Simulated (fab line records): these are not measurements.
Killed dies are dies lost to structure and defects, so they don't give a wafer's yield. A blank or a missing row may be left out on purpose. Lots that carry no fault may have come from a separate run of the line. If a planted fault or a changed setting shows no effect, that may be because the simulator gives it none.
Split-lot study	flow berkeley_cmos170	route with 331 steps; 5 lots, 27 wafers read

## ON THE SPLIT
At UCB170_M1_METAL_ETCH_12 (etches Al in Cl2/BCl3, stops on PSG, target depth 780 nm, time 130 s), the setting time_s was moved away from the recipe's 130 s on 12 of the 27 wafers read, by -34.3% to +55.0%. The other wafers ran this setting at the recipe's value.

## SPLIT TO READING: what lies between them in the file, 1 step
- UCB170_M1_STRIP_13: strips in O2

## THE READING
At UCB170_M1_CD_MEAS_90: cd_nm in nanometres, against a target cd of 700 nm. Typical for fault-free wafers on this fab line: 699.3 nm, with standard deviation 2.4 nm.

wafer	tool, chamber at the split	time_s as run, s	against the recipe	cd_nm, nm	against lot-mates on the recipe
L077.1	rie_metal-02, 0	130	recipe	695.1	-
L077.2	rie_metal-02, 1	85.45	-34.3%	708.7	+13.7
L077.3	rie_metal-02, 1	85.45	-34.3%	706.1	+11.1
L077.4	rie_metal-02, 0	130	recipe	697.0	-
L077.5	rie_metal-02, 0	130	recipe	692.8	-
L077.6	rie_metal-02, 1	85.45	-34.3%	709.5	+14.5
L079.1	rie_metal-01, 1	201.5	+55.0%	682.6	-16.1
L079.2	rie_metal-01, 0	130	recipe	699.7	-
L079.3	rie_metal-01, 0	130	recipe	696.1	-
L079.4	rie_metal-01, 1	201.5	+55.0%	684.2	-14.5
L079.5	rie_metal-01, 1	130	recipe	700.2	-
L079.6	rie_metal-01, 0	201.5	+55.0%	681.1	-17.6
L081.1	rie_metal-01, 1	130	recipe	703.0	-
L081.2	rie_metal-01, 0	90.99	-30.0%	708.9	+8.6
L081.3	rie_metal-01, 0	90.99	-30.0%	707.0	+6.7
L081.4	rie_metal-01, 1	90.99	-30.0%	709.5	+9.2
L081.5	rie_metal-01, 1	130	recipe	701.2	-
L081.6	rie_metal-01, 0	130	recipe	696.6	-
L084.1	rie_metal-03, 0	130	recipe	699.0	-
L084.2	rie_metal-03, 1	130	recipe	697.7	-
L084.3	rie_metal-03, 0	130	recipe	700.9	-
L084.4	rie_metal-03, 1	201	+54.6%	679.8	-19.4
L084.5	rie_metal-03, 0	201	+54.6%	682.9	-16.3
L084.6	rie_metal-03, 1	201	+54.6%	681.0	-18.2
L085.2	rie_metal-02, 1	130	recipe	697.6	-
L085.4	rie_metal-02, 1	130	recipe	699.6	-
L085.5	rie_metal-02, 0	130	recipe	697.9	-

FIT RESULTS
A straight line over all 27 wafers: cd_nm changes by -0.302 nm for each +1% of time_s; r = -0.97; the points scatter about the line by 2.2 nm.
The same after taking each lot's own level away (the mean of its wafers on the recipe; 27 wafers): -0.318 nm for each +1%; r = -0.98; scatter 1.9 nm.
The reading moves by 17 nm for the largest change in time_s, on that fit.
Across the lots, their own levels run from 694.97 to 700.27 nm, a range of 2.2 times the standard deviation given above.
The two slopes agree, so the slope changes little with the lot-to-lot level.
Check: with one of the wafers moved furthest among these (+55.0%) left out of the fit, the line predicts -17.5 nm for it against its lot-mates. It came out at -16.1 nm against them.
Tool readings at the split's step, against how far the setting was moved: oes_product_au r = -0.78.

## ADDITIONAL SPLITS CARRIED BY THESE WAFERS
Other splits were also applied to these wafers ahead of the reading. Each is held against what the fit with the lots' levels taken away leaves over:
other split on the same wafers	wafers away from the commonest value	r with cd_nm (lot level and that fit taken away)
UCB170_START_OXIDATION_02 ox_time_s	18	-0.24
UCB170_ACTIVE_DEVELOP_12 develop_time_s	12	+0.11
UCB170_SPACER_CVD_00 time_s	9	+0.63

## THE WHOLE CHAIN: every reading that the file lists as answering this split, in the file's order
step	what it does	reading	change (the file's fit)	r (the file's)
UCB170_M1_METAL_ETCH_12	etches Al in Cl2/BCl3, stops on PSG, target depth 780 nm, time 130 s	oes_product_au	not straight: 1.027 at the lowest setting, 0.851 at the recipe, 0.818 at the highest	not given
UCB170_M1_METAL_ETCH_12	etches Al in Cl2/BCl3, stops on PSG, target depth 780 nm, time 130 s	KrF_of_M1_COAT_04.thk_nm (the simulator's own value, which no gauge read)	-4.47 nm for each +1% of the setting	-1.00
UCB170_M1_METAL_ETCH_12	etches Al in Cl2/BCl3, stops on PSG, target depth 780 nm, time 130 s	M1.feature_depth_nm (the simulator's own value, which no gauge read)	not straight: 520.7 at the lowest setting, 640.8 at the recipe, 659.5 at the highest	not given
UCB170_M1_STRIP_13	strips in O2	oes_product_au	-0.00285 a.u. for each +1% of the setting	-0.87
UCB170_M1_CD_MEAS_90	target cd 700 nm	cd_nm	-0.317 nm for each +1% of the setting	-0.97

## FILE'S OWN FIT
cd_nm changes by -0.317 nm for each +1% of time_s, r = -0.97.
